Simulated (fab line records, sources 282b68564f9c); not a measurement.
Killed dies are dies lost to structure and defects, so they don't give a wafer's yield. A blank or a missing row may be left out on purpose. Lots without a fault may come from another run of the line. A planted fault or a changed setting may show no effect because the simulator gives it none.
A struck lot beside a sound one | flow rit_cmos | 10 steps out of a route of 202
Sound: wafers L492.2, L492.4, L492.5. Struck: wafers L490.1, L490.2, L490.3. The cause comes at the end.
At each step with rows: each side's tool, then ch and its chambers, then its first start. Under that, the readings that differ: sound wafers | struck wafers | difference of the means | sigmas: that difference in standard deviations of wafers without a fault.
alike: readings whose means differ by less than 2 such deviations, and words and numbers that are the same on both sides. not compared: withheld readings, readings that some wafer has no value for, bounds like >300 that may hide the same value, and numbers for which the record gives no deviation and whose values overlap.
The two part at a step that has a row with sigmas, a row that says differs or no value, or rows on one side only. Numbers that don't overlap but have no deviation are shown without sigmas and don't part them. A reading that every wafer of one side lacks parts them only if that side has two wafers or more.

RIT_ACTIVE_BOW_MEAS_00:
  sound on film_metro-03, day 4 18:01; struck on film_metro-01, day 4 08:00
  alike: INCOMING_BOW
then, 1 step without rows for these wafers: RIT_ACTIVE_OXIDATION_01 (target thk 46.8 nm, ox time 3360 s).
RIT_ACTIVE_THK_MEAS_02:
  sound on film_metro-03, day 4 22:38; struck on film_metro-03, day 4 10:26
  alike: ACTIVE_OXIDE_THK
then, 1 step without rows for these wafers: RIT_ACTIVE_CVD_03 (deposits Si3N4 from SiH2Cl2/NH3, target thk 150 nm, time 1500 s).
RIT_ACTIVE_THK_MEAS_04:
  sound on film_metro-03, day 5 00:07; struck on film_metro-03, day 4 11:55
  alike: ACTIVE_NITRIDE_THK
then, 2 steps without rows for these wafers: RIT_ACTIVE_HMDS_05 (prime time 62.34 s); RIT_ACTIVE_COAT_06 (resist thk 1000 nm).
RIT_ACTIVE_SOFTBAKE_07: time 60 s.
  sound on litho_track-01 ch 0, day 5 00:29; struck on litho_track-04 ch 0, day 4 12:16
  reading                  | sound             | struck            | difference | sigmas
  heater_power_total_W (W) | 34.54 34.57 34.54 | 35.89 35.95 35.87 | +1.35      | +27
  run_length_s (s)         | 88.98 88.73 88.83 | 81.46 81.72 81.50 | -7.29      | -43
  alike: exhaust_pa, resist_line_temp_C
then, 1 step without rows for these wafers: RIT_ACTIVE_EXPOSE_08 (exposes mask M1, target cd 1400 nm).
RIT_M1_PROBE_99:
  sound on prober-02, day 6 23:46; struck on prober-02, day 6 10:34
  alike: killed_at_contacts, killed_at_front_end, killed_dies, killed_open, killed_short

WHERE THEY PART
Only at RIT_ACTIVE_SOFTBAKE_07, within this record. Later steps at which nothing parts them and some readings are alike: RIT_M1_PROBE_99.

WHY: what the simulator had put in
Process parameter drift: litho_track-04, from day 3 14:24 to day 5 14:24, at RIT_ACTIVE_SOFTBAKE_07. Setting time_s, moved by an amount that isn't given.
